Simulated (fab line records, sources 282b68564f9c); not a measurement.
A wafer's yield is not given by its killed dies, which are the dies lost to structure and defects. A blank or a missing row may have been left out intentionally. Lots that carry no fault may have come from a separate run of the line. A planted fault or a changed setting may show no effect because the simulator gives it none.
fab line records    flow rit_cmos
[record] lots = 5  wafers = 15  last_day = 6
route steps=202 shown SILICIDE@167 CONTACT@168 M1@184
lots that met no fault: from a run of the same line without faults
start_h: hours from the record's first day to the start of the lot's first wafer shown    wait_h: hours from the lot's prior step to this one    " the same as in the row above    L1.1+2: one row covering several wafers at once    - value missing, or start not given    * or withheld: withheld    < > ~ a bound
route shown NAME@n: NAME is a module with steps in the file, n the number in the route of the first one    usual: mean and standard deviation over wafers with no fault    same: alike in all rows    chamber/n: place in a boat    sites: per-site readings    _std_site: standard deviation across them    _edge_site: outer sites' mean less inner sites'    radius_mm: for every site, how far away it sits from the centre of the wafer    mask NAME#n: copy n    behind: tool/chamber where the wafer was last shaped    hold: reason for holding the lot/hours on hold/outcome of the hold    device: the transistor (n, p or np) that didn't switch    end of line: tests run on the same wafers once the route is complete    a step given without rows: its recipe and nothing more    killed: the dies lost at the first sort to structure and to defects; this is not the yield of the wafer    map: the dies of a wafer, with x for killed, . for not killed, _ for no die there
set.NAME: the setting that was run; set.NAME@STEP: the one run at that earlier step    model.NAME: the simulator's own value behind a step, which no gauge read
a table for each step, a row for each wafer; lots at some steps of the route
services: the hour from which a tool's chamber was out of use, counted from the record's first day as start_h (under 0 if before that day), plus the number of hours and why
[[steps]]
[step RIT_SILICIDE_RTA_06]
[recipe] temp_c = 750  time_s = 10  idle_temp_c = 25  ramp_up_s = 5  ramp_down_s = 10  cool_to_c = 25  ambient = N2
[usual] wafer_temp_C_max = 754.9/1.2
lot.wafer  tool           chamber  start_h  wait_h  wafer_temp_C_max
L221.1     rtp_anneal-01  0        69.17    0.0     754.9
L221.4     "              0        "        "       755.8
L221.6     "              0        "        "       753.1
L227.1     rtp_anneal-01  0        94.89    0.0     756.1
L227.2     "              0        "        "       753.6
L227.6     "              0        "        "       754.1
L233.4     rtp_anneal-02  0        127.49   0.0     755.7
L233.5     "              0        "        "       754.3
L233.6     "              0        "        "       754.1
L234.1     rtp_anneal-01  0        134.73   0.0     754.3
L234.5     "              0        "        "       754.1
L234.6     "              0        "        "       753.5
L236.2     rtp_anneal-01  0        139.96   0.0     754.2
L236.4     "              0        "        "       753.3
L236.5     "              0        "        "       753.8
[step RIT_CONTACT_CVD_00]
[recipe] material = SiO2  target_thk_nm = 400  precursor = TEOS  temp_c = 390  time_s = 61  rf_w = 400
[usual] heater_power_w = 335/58
lot.wafer  tool      chamber  start_h  wait_h  heater_power_w
L221.1     pecvd-04  1        69.24    0.1     267
L221.4     "         2        "        "       364
L221.6     "         0        "        "       321
L227.1     pecvd-04  2        94.95    0.1     400
L227.2     "         1        "        "       250
L227.6     "         1        "        "       265
L233.4     pecvd-04  1        127.55   0.0     310
L233.5     "         0        "        "       245
L233.6     "         2        "        "       352
L234.1     pecvd-03  1        134.80   0.1     276
L234.5     "         0        "        "       293
L234.6     "         2        "        "       320
L236.2     pecvd-04  0        140.02   0.0     318
L236.4     "         0        "        "       314
L236.5     "         2        "        "       333
[step RIT_CONTACT_THK_MEAS_01]
[recipe] reads = SiO2_of_CONTACT_CVD_00
[usual] CONTACT_TEOS_THK = 398/5.3
lot.wafer  tool           chamber  start_h  wait_h  CONTACT_TEOS_THK[nm]
L221.1     film_metro-02  -        69.29    0.0     393
L221.4     "              -        "        "       399
L221.6     "              -        "        "       404
L227.1     film_metro-02  -        95.01    0.0     400
L227.2     "              -        "        "       399
L227.6     "              -        "        "       405
L233.4     film_metro-04  -        127.61   0.0     399
L233.5     "              -        "        "       401
L233.6     "              -        "        "       401
L234.1     film_metro-04  -        134.85   0.0     398
L234.5     "              -        "        "       396
L234.6     "              -        "        "       405
L236.2     film_metro-01  -        140.08   0.0     392
L236.4     "              -        "        "       404
L236.5     "              -        "        "       403
[step RIT_CONTACT_HMDS_02]
[recipe] prime_time_s = 60  prime_temp_c = 140
[step RIT_CONTACT_COAT_03]
[recipe] resist = NOVOLAK  spin_rpm = 3250  resist_thk_nm = 1000
[step RIT_CONTACT_SOFTBAKE_04]
[recipe] resist = NOVOLAK  temp_c = 90  time_s = 60
[step RIT_CONTACT_EXPOSE_05]
[recipe] mask_id = M11  na = 0.6  source_shape = conventional  sigma_outer = 0.5  target_cd_nm = 1000  dose_mj = 250
[step RIT_CONTACT_PEB_06]
[recipe] resist = NOVOLAK  temp_c = withheld  time_s = withheld
[step RIT_CONTACT_DEVELOP_07]
[recipe] resist = NOVOLAK  develop_time_s = 120  dev_temp_c = 23
[step RIT_CONTACT_CD_MEAS_08]
[recipe] target_cd_nm = 1000
[usual] cd_nm = 999.8/2.5
lot.wafer  tool       chamber  start_h  wait_h  cd_nm
L221.1     cd_sem-01  -        70.32    -       1001.4
L221.4     "          -        "        "       999.4
L221.6     "          -        "        "       999.9
L227.1     cd_sem-02  -        96.27    -       1000.3
L227.2     "          -        "        "       998.1
L227.6     "          -        "        "       997.5
L233.4     cd_sem-01  -        128.67   -       996.2
L233.5     "          -        "        "       997.2
L233.6     "          -        "        "       998.7
L234.1     cd_sem-01  -        135.88   -       999.2
L234.5     "          -        "        "       1000.1
L234.6     "          -        "        "       999.1
L236.2     cd_sem-02  -        141.27   -       996.8
L236.4     "          -        "        "       995.8
L236.5     "          -        "        "       995.8
[step RIT_CONTACT_OVL_MEAS_09]
[usual] CONTACT_OVL = -1.7/1.3
lot.wafer  tool        chamber  start_h  wait_h  CONTACT_OVL[nm]
L221.1     overlay-02  -        70.44    0.1     -2.8
L221.4     "           -        "        "       -3.8
L221.6     "           -        "        "       -2.6
L227.1     overlay-02  -        96.39    0.1     -1.1
L227.2     "           -        "        "       -2.5
L227.6     "           -        "        "       -1.2
L233.4     overlay-02  -        128.74   0.1     -1.8
L233.5     "           -        "        "       -1.5
L233.6     "           -        "        "       -1.6
L234.1     overlay-01  -        136.00   0.1     -2.3
L234.5     "           -        "        "       -2.8
L234.6     "           -        "        "       -2.4
L236.2     overlay-01  -        141.38   0.1     -1.8
L236.4     "           -        "        "       -0.6
L236.5     "           -        "        "       -2.3
[step RIT_CONTACT_HARDBAKE_10]
[recipe] resist = NOVOLAK  temp_c = 140  time_s = 60
[step RIT_CONTACT_ETCH_11]
[recipe] target_depth_a = 4800  over_etch_frac = 0.2  stop_on = TiSi2  chemistry = CHF3/CF4/Ar  target = SiO2  CHF3_flow_sccm = 50  cf4_flow_sccm = 10  Ar_flow_sccm = 100  O2_flow_sccm = 5  pressure_mtorr = 100  rf_w = 200  time_s = 320
[usual] drypump_motor_current_A = 5.7/0.5  oes_product_au = 0.998/0.017  throttle_valve_pct = 8.87/0.097
[same] over_etch_frac = 0.2
lot.wafer  tool         chamber  start_h  wait_h  drypump_motor_current_A  oes_product_au  rf_hours_counter_h  throttle_valve_pct  model.etch.depth_nm  model.CONTACT.feature_depth_nm  model.NOVOLAK_of_CONTACT_COAT_03.thk_nm
L221.1     rie_diel-04  0        70.62    0.1     5.2                      0.985           128                 8.77                393.5                393.5                           769.5
L221.4     "            3        "        "       5.8                      1.017           124                 8.93                398.6                398.6                           766.1
L221.6     "            3        "        "       5.8                      1.016           -                   8.94                403.5                403.5                           770.3
L227.1     rie_diel-02  1        96.57    0.1     5.7                      1.026           141                 8.83                399.8                399.8                           763
L227.2     "            0        "        "       5.3                      0.989           31                  8.94                398.4                398.4                           768.6
L227.6     "            0        "        "       5.3                      0.991           -                   8.94                405.7                405.7                           772.9
L233.4     rie_diel-02  0        128.91   0.1     5.3                      0.983           31                  8.92                367.2                367.2                           793.6
L233.5     "            2        "        "       6.4                      1.016           -                   8.76                401.5                401.5                           768.6
L233.6     "            1        "        "       5.7                      1.024           -                   8.84                401                  401                             766.8
L234.1     rie_diel-03  0        136.18   0.1     5.2                      0.991           55                  8.90                397.7                397.7                           769.8
L234.5     "            3        "        "       5.9                      1.008           -                   8.63                396.1                396.1                           771.1
L234.6     "            2        "        "       6.1                      0.966           -                   8.84                404.5                404.5                           771.8
L236.2     rie_diel-03  0        141.56   0.1     5.2                      0.999           55                  8.91                391.8                391.8                           771.7
L236.4     "            2        "        "       6.2                      0.963           14                  8.85                403.7                403.7                           771.3
L236.5     "            1        "        "       5.4                      1.015           -                   8.82                403.2                403.2                           771.1
[step RIT_CONTACT_STRIP_12]
[recipe] chemistry = O2  time_s = 180  resist = NOVOLAK  platen_temp_c = withheld  power_w = 500  pressure_mtorr = 4000  o2_flow_sccm = 4000
[usual] drypump_motor_current_A = 6.08/0.25  rf_refl_power_W = 7.8/0.73
lot.wafer  tool             chamber  start_h  wait_h  drypump_motor_current_A  rf_hours_counter_h  rf_refl_power_W
L221.1     plasma_asher-01  1        70.82    0.1     6.04                     41                  6.9
L221.4     "                1        "        "       6.02                     -                   6.8
L221.6     "                0        "        "       6.09                     -                   8.5
L227.1     plasma_asher-03  1        96.77    0.1     5.78                     49                  8.1
L227.2     "                0        "        "       6.34                     49                  7.9
L227.6     "                1        "        "       5.77                     -                   8.0
L233.4     plasma_asher-03  1        129.16   0.2     5.78                     -                   8.3
L233.5     "                0        "        "       6.35                     -                   8.0
L233.6     "                1        "        "       5.79                     -                   8.2
L234.1     plasma_asher-01  0        136.38   0.1     6.10                     48                  8.1
L234.5     "                0        "        "       6.09                     -                   8.4
L234.6     "                1        "        "       6.02                     -                   6.8
L236.2     plasma_asher-04  0        141.75   0.1     5.88                     35                  8.5
L236.4     "                1        "        "       6.57                     -                   5.8
L236.5     "                0        "        "       5.89                     -                   8.8
[step RIT_CONTACT_CD_MEAS_90]
[recipe] target_cd_nm = 1000
[usual] cd_nm = 999.6/2.4
lot.wafer  tool       chamber  start_h  wait_h  cd_nm
L221.1     cd_sem-01  -        70.99    0.1     1001.5
L221.4     "          -        "        "       999.1
L221.6     "          -        "        "       1000.3
L227.1     cd_sem-02  -        96.94    0.1     1000.3
L227.2     "          -        "        "       998.3
L227.6     "          -        "        "       997.5
L233.4     cd_sem-02  -        129.34   0.1     995.8
L233.5     "          -        "        "       997.5
L233.6     "          -        "        "       998.9
L234.1     cd_sem-02  -        136.55   0.1     998.7
L234.5     "          -        "        "       999.9
L234.6     "          -        "        "       998.8
L236.2     cd_sem-01  -        141.95   0.1     996.4
L236.4     "          -        "        "       995.6
L236.5     "          -        "        "       996.4
[step RIT_CONTACT_CLEAN_13]
[recipe] chemistry = SC1  mix = 3:3:50  time_s = 600  temp_c = 75
[step RIT_CONTACT_CLEAN_14]
[recipe] chemistry = SC2  mix = 3:3:50  time_s = 600  temp_c = 75  dry = n2_spin
[step RIT_M1_SPUTTER_00]
[recipe] material = Al  target_thk_nm = 400  power_w = 2000  chamber_pressure_pa = 0.4  gas = Ar  time_s = 500  substrate_temp_c = 25
[usual] throttle_valve_pct = 30.0/1.1
lot.wafer  tool            chamber  start_h  wait_h  throttle_valve_pct
L221.1     pvd_sputter-01  -        71.48    0.0     30.8
L221.4     "               -        "        "       29.9
L221.6     "               -        "        "       30.2
L227.1     pvd_sputter-02  -        97.43    0.0     29.2
L227.2     "               -        "        "       32.2
L227.6     "               -        "        "       29.1
L233.5     pvd_sputter-03  -        129.91   0.1     28.5
L233.6     "               -        "        "       32.4
L234.1     pvd_sputter-01  -        137.02   0.0     30.5
L234.5     "               -        "        "       30.2
L234.6     "               -        "        "       30.3
L236.2     pvd_sputter-01  -        142.42   0.0     30.8
L236.4     "               -        "        "       28.5
L236.5     "               -        "        "       28.4
[step RIT_M1_RS_MEAS_01]
[recipe] thk_meas_gauge = four-point-probe  reads = Al_of_M1_SPUTTER_00
[usual] M1_AL_RS = 0.0732/0.00083
lot.wafer  tool           chamber  start_h  wait_h  M1_AL_RS[ohm/sq]
L221.1     film_metro-02  -        71.77    0.1     0.0743
L221.4     "              -        "        "       0.0730
L221.6     "              -        "        "       0.0718
L227.1     film_metro-01  -        97.72    0.1     0.0732
L227.2     "              -        "        "       0.0735
L227.6     "              -        "        "       0.0730
L233.5     film_metro-02  -        130.14   0.1     0.0716
L233.6     "              -        "        "       0.0723
L234.1     film_metro-02  -        137.32   0.1     0.0729
L234.5     "              -        "        "       0.0733
L234.6     "              -        "        "       0.0726
L236.2     film_metro-03  -        142.73   0.2     0.0742
L236.4     "              -        "        "       0.0732
L236.5     "              -        "        "       0.0730
[step RIT_M1_THK_MEAS_02]
[recipe] thk_meas_gauge = xrf  reads = Al_of_M1_SPUTTER_00
[usual] M1_AL_THK = 400/5.1
lot.wafer  tool           chamber  start_h  wait_h  M1_AL_THK[nm]
L221.1     film_metro-02  -        71.89    0.1     397
L221.4     "              -        "        "       403
L221.6     "              -        "        "       407
L227.1     film_metro-01  -        97.84    0.1     400
L227.2     "              -        "        "       395
L227.6     "              -        "        "       399
L233.5     film_metro-02  -        130.22   0.1     411
L233.6     "              -        "        "       405
L234.1     film_metro-02  -        137.44   0.1     406
L234.5     "              -        "        "       399
L234.6     "              -        "        "       406
L236.2     film_metro-03  -        142.84   0.1     397
L236.4     "              -        "        "       398
L236.5     "              -        "        "       400
[step RIT_M1_HMDS_03]
[recipe] prime_time_s = 60  prime_temp_c = 140
[step RIT_M1_COAT_04]
[recipe] resist = NOVOLAK  spin_rpm = 2000  resist_thk_nm = 1300
[step RIT_M1_SOFTBAKE_05]
[recipe] resist = NOVOLAK  temp_c = 90  time_s = 60
[step RIT_M1_EXPOSE_06]
[recipe] mask_id = M12  na = 0.6  source_shape = conventional  sigma_outer = 0.5  target_cd_nm = 2600  dose_mj = 250
[step RIT_M1_PEB_07]
[recipe] resist = NOVOLAK  temp_c = withheld  time_s = withheld
[step RIT_M1_DEVELOP_08]
[recipe] resist = NOVOLAK  develop_time_s = 68  dev_temp_c = 23
[step RIT_M1_CD_MEAS_09]
[recipe] target_cd_nm = 2600
[usual] cd_nm = 2600.3/2
lot.wafer  tool       chamber  start_h  wait_h  cd_nm
L221.1     cd_sem-01  -        72.83    -       2599.5
L221.4     "          -        "        "       2599.6
L221.6     "          -        "        "       2599.2
L227.1     cd_sem-01  -        99.02    -       2596.9
L227.2     "          -        "        "       2597.2
L227.6     "          -        "        "       2598.6
L233.5     cd_sem-01  -        131.23   -       2599.2
L233.6     "          -        "        "       2599.5
L234.1     cd_sem-01  -        138.50   -       2598.9
L234.5     "          -        "        "       2600.3
L234.6     "          -        "        "       2600.4
L236.2     cd_sem-01  -        143.79   -       2600.2
L236.4     "          -        "        "       2601.0
L236.5     "          -        "        "       2600.7
[step RIT_M1_OVL_MEAS_10]
[usual] M1_OVL = 0.1/1.1
lot.wafer  tool        chamber  start_h  wait_h  M1_OVL[nm]
L221.1     overlay-02  -        72.95    0.1     2.2
L221.4     "           -        "        "       1.3
L221.6     "           -        "        "       2.1
L227.1     overlay-02  -        99.14    0.1     2.1
L227.2     "           -        "        "       0.5
L227.6     "           -        "        "       -0.4
L233.5     overlay-01  -        131.30   0.0     2.2
L233.6     "           -        "        "       -0.2
L234.1     overlay-02  -        138.62   0.1     -0.2
L234.5     "           -        "        "       0.6
L234.6     "           -        "        "       1.0
L236.2     overlay-02  -        143.90   0.1     -0.7
L236.4     "           -        "        "       -0.8
L236.5     "           -        "        "       -1.5
[step RIT_M1_HARDBAKE_11]
[recipe] resist = NOVOLAK  temp_c = 140  time_s = 120
[step RIT_M1_METAL_ETCH_12]
[recipe] stop_on = SiO2  chemistry = Cl2/BCl3  target = Al  time_s = 165  over_etch_frac = 0.5  pressure_mtorr = 100  target_depth_a = 6000  rf_w = 250  Cl2_flow_sccm = 60  bcl3_flow_sccm = 50
[step RIT_M1_STRIP_13]
[recipe] chemistry = nmp  resist = NOVOLAK  temp_c = 80  time_s = 600  dry = n2_spin
[step RIT_M1_STRIP_14]
[recipe] chemistry = O2  time_s = 180  platen_temp_c = withheld  power_w = 500  pressure_mtorr = 4000  o2_flow_sccm = 4000
[usual] drypump_motor_current_A = 6.0/0.71  rf_refl_power_W = 6.8/1.2
lot.wafer  tool             chamber  start_h  wait_h  drypump_motor_current_A  rf_hours_counter_h  rf_refl_power_W
L221.1     plasma_asher-03  1        73.58    0.0     5.8                      46                  8.0
L221.4     "                1        "        "       5.8                      -                   7.9
L221.6     "                1        "        "       5.8                      -                   8.0
L227.1     plasma_asher-02  0        99.80    0.0     6.8                      43                  5.5
L227.2     "                1        "        "       4.9                      43                  6.8
L227.6     "                1        "        "       4.9                      -                   7.0
L233.5     plasma_asher-02  1        132.12   0.1     4.9                      -                   7.2
L233.6     "                0        "        "       6.8                      -                   5.3
L234.1     plasma_asher-02  1        139.26   0.0     4.9                      47                  7.5
L234.5     "                1        "        "       4.9                      -                   7.2
L234.6     "                0        "        "       6.8                      -                   4.9
L236.2     plasma_asher-02  1        144.51   0.0     5.0                      47                  7.2
L236.4     "                0        "        "       6.8                      -                   5.1
L236.5     "                0        "        "       6.8                      -                   5.2
[step RIT_M1_CD_MEAS_90]
[recipe] target_cd_nm = 2600
[usual] cd_nm = 2600.1/2.6
lot.wafer  tool       chamber  start_h  wait_h  cd_nm
L221.1     cd_sem-01  -        73.75    0.1     2601.9
L221.4     "          -        "        "       2601.7
L221.6     "          -        "        "       2598.2
L227.1     cd_sem-01  -        99.97    0.1     2596.7
L227.2     "          -        "        "       2594.4
L227.6     "          -        "        "       2598.5
L233.5     cd_sem-01  -        132.26   0.1     2598.8
L233.6     "          -        "        "       2601.9
L234.1     cd_sem-01  -        139.44   0.1     2599.0
L234.5     "          -        "        "       2599.2
L234.6     "          -        "        "       2600.1
L236.2     cd_sem-01  -        144.71   0.1     2600.3
L236.4     "          -        "        "       2599.7
L236.5     "          -        "        "       2601.3
[step RIT_M1_ANNEAL_15]
[recipe] temp_c = 450  time_s = 1800  ambient = forming_gas_H2N2
[step RIT_M1_BOW_MEAS_16]
[recipe] mode = bow
[usual] M1_BOW = 17/6.2
lot.wafer  tool           chamber  start_h  wait_h  M1_BOW[um]
L221.1     film_metro-01  -        75.37    0.0     17
L221.4     "              -        "        "       18
L221.6     "              -        "        "       5
L227.1     film_metro-03  -        101.59   0.0     7
L227.2     "              -        "        "       9
L227.6     "              -        "        "       11
L233.5     film_metro-02  -        133.88   0.1     12
L233.6     "              -        "        "       8
L234.1     film_metro-02  -        141.06   0.0     4
L234.5     "              -        "        "       18
L234.6     "              -        "        "       18
L236.2     film_metro-03  -        146.73   0.0     13
L236.4     "              -        "        "       10
L236.5     "              -        "        "       12
[[services]]
tool             chamber  start_h  hours  kind
plasma_asher-02  -        50.39    3.1    repair
pvd_sputter-03   -        59.24    2.6    repair
rie_diel-04      0        64.57    2.4    repair
plasma_asher-04  -        78.37    17.6   repair
rie_diel-02      3        83.26    -      clean
rie_diel-02      3        83.26    29.2   scheduled_down
rie_diel-02      3        83.26    29.2   vent_cycle
rie_diel-03      -        90.50    2.8    pm
rie_diel-03      -        94.52    0.1    repair
rtp_anneal-02    -        107.59   4.7    pm
plasma_asher-03  -        108.75   9.0    pm
plasma_asher-03  0        108.75   9.0    vent_cycle
plasma_asher-03  1        108.75   9.0    vent_cycle
plasma_asher-02  -        111.69   0.8    repair
pecvd-03         2        111.87   8.9    repair
pvd_sputter-02   -        114.71   4.2    repair
rie_diel-03      3        116.70   11.5   repair
plasma_asher-03  0        117.75   -      clean
plasma_asher-03  1        117.75   -      clean
plasma_asher-01  -        122.12   4.2    pm
pecvd-04         0        135.08   4.7    repair
pecvd-03         1        140.45   6.6    repair
[[key]]
first_sign none at tools or gauges
[model_effect] step = RIT_CONTACT_ETCH_11  value = etch.depth_nm  without = 399.1  struck = 367.2
met_at RIT_CONTACT_ETCH_11
struck_wafers L233.4
later_rows_left_out L233.4
sort_left_out L233.4
tester_left_out L233
onset_between 96.57 128.91
[fault] kind = process_parameter_drift  tool = rie_diel-02  chamber = 0  onset_h = 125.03  steps = RIT_CONTACT_ETCH_11  channel = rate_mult  offset = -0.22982  shape = step  end_h = 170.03
// tester_left_out: of these lots the tester's yield and bins aren't shown, on N5 and GAA mostly nor the transistor test; their killed dies are dies lost to structure and defects alone, not to doping, threshold or leakage, so they don't give the yield
// sort_left_out: the simulated sort isn't trusted on such a fault, so these wafers' sort isn't shown, and their yield isn't known
// later_rows_left_out: the simulator's readings of these wafers behind a module that went badly wrong aren't trusted and aren't shown, but for the sort
